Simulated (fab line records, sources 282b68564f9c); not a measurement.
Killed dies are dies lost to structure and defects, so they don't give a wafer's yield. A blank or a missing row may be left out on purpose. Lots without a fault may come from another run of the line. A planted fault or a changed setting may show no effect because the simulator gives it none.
Problem report in the 8D (eight disciplines) form, filled by code | flow rit_cmos | the parts of the form that need people (team, actions taken, sign-off) are left out

1. THE PROBLEM
killed_at_M0_to_M3 at RIT_M1_PROBE_99 reads a mean of 258.8 on 9 wafers of 3 lots; wafers without a fault read 0.0 with a standard deviation of 0.083. That is +99 or more standard deviations from the usual mean.
First seen on wafer L301.1, day 4 14:49, on prober-02. The record holds 24 wafers of 8 lots with a number at this step. Rule for "out", or "out of limits": more than 4 standard deviations from the usual mean. The other wafers with a number count as sound.

2. WHAT IT IS AND WHAT IT IS NOT
question                    | is                                                                                                                     | is not
which readings at this step | killed_at_M0_to_M3, defect_limited_yield, killed_dies, killed_on_rim, sort_bin_5_function, sort_n_pass, sort_yield_pct | killed_at_contacts, killed_at_front_end, killed_open, killed_short, sort_bin_3_pad_short, sort_bin_6_memory
which lots                  | L301, L302, L304                                                                                                       | L297, L298, L309, L316, L318
which wafers of those lots  | all that have a number                                                                                                 | -
read on which tools         | prober-01, prober-02                                                                                                   | -
when                        | from day 4 14:49                                                                                                       | up to then (6 sound wafers); but 9 sound wafers of L309, L316, L318 came after

3. SUSPECTS, AND WHAT RULES EACH OUT
Counting: a tool at a process step up to the reading stays a suspect if it ran every lot that is out and no sound lot after the first of them.
- litho_track-02 at RIT_M1_DEVELOP_08 (develop time 68 s): kept. It ran every lot that is out, first L301 (day 4 11:00), and no sound lot after that; its last sound lot up to then is L298 (day 3 20:00).
Left after counting: litho_track-02 at RIT_M1_DEVELOP_08.

4. THE CAUSE (what the simulator had put in)
Process parameter drift: litho_track-02, from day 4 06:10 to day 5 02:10, at RIT_M1_DEVELOP_08. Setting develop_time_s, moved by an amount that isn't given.
Counting left only this tool.

5. THE CHAIN OF EFFECTS, in route order
Each row: a reading whose mean over the struck wafers that have a number lies more than 3 standard deviations from the usual. Only readings for which the record gives a usual standard deviation are gone through. hours: the time from each lot's start at the first step in this table that gives one to its start at this step, as a median over the lots. sigmas: the change in usual standard deviations.
hours | step            | reading              | usual  | on struck wafers | change | sigmas
0     | RIT_M1_PROBE_99 | defect_limited_yield | 97.6 % | 0.0              | -97.6  | -89
0     | RIT_M1_PROBE_99 | killed_at_M0_to_M3   | 0.0    | 258.8            | +258.8 | +99 or more
0     | RIT_M1_PROBE_99 | killed_dies          | 6.4    | 264.0            | +257.6 | +89
0     | RIT_M1_PROBE_99 | killed_on_rim        | 1.7    | 70.0             | +68.3  | +49
0     | RIT_M1_PROBE_99 | sort_bin_5_function  | 1.4 %  | 99.1             | +97.7  | +99 or more
0     | RIT_M1_PROBE_99 | sort_n_pass          | 257.6  | 0.0              | -257.6 | -89
0     | RIT_M1_PROBE_99 | sort_yield_pct       | 97.6 % | 0.0              | -97.6  | -89
The process steps in it:
- RIT_M1_PROBE_99
Readings that are blank on the struck wafers while sound wafers have them: cd_nm at RIT_M1_CD_MEAS_09; M1_OVL at RIT_M1_OVL_MEAS_10.

6. WHAT WOULD HAVE CAUGHT IT SOONER
In this record the first reading out of limits was taken at day 4 14:49, 9 hours after the fault began at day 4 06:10.
Between RIT_M1_DEVELOP_08 and RIT_M1_PROBE_99, RIT_M1_CD_MEAS_09 gave no cd_nm and RIT_M1_OVL_MEAS_10 gave no M1_OVL on the struck wafers, where sound wafers have one: a measuring or inspecting step that comes back empty is itself a sign.
Of the lots that are out (3), L302, L304 began RIT_M1_DEVELOP_08 on litho_track-02 after day 4 14:49. A hold on the tool at that time would have spared those 2.
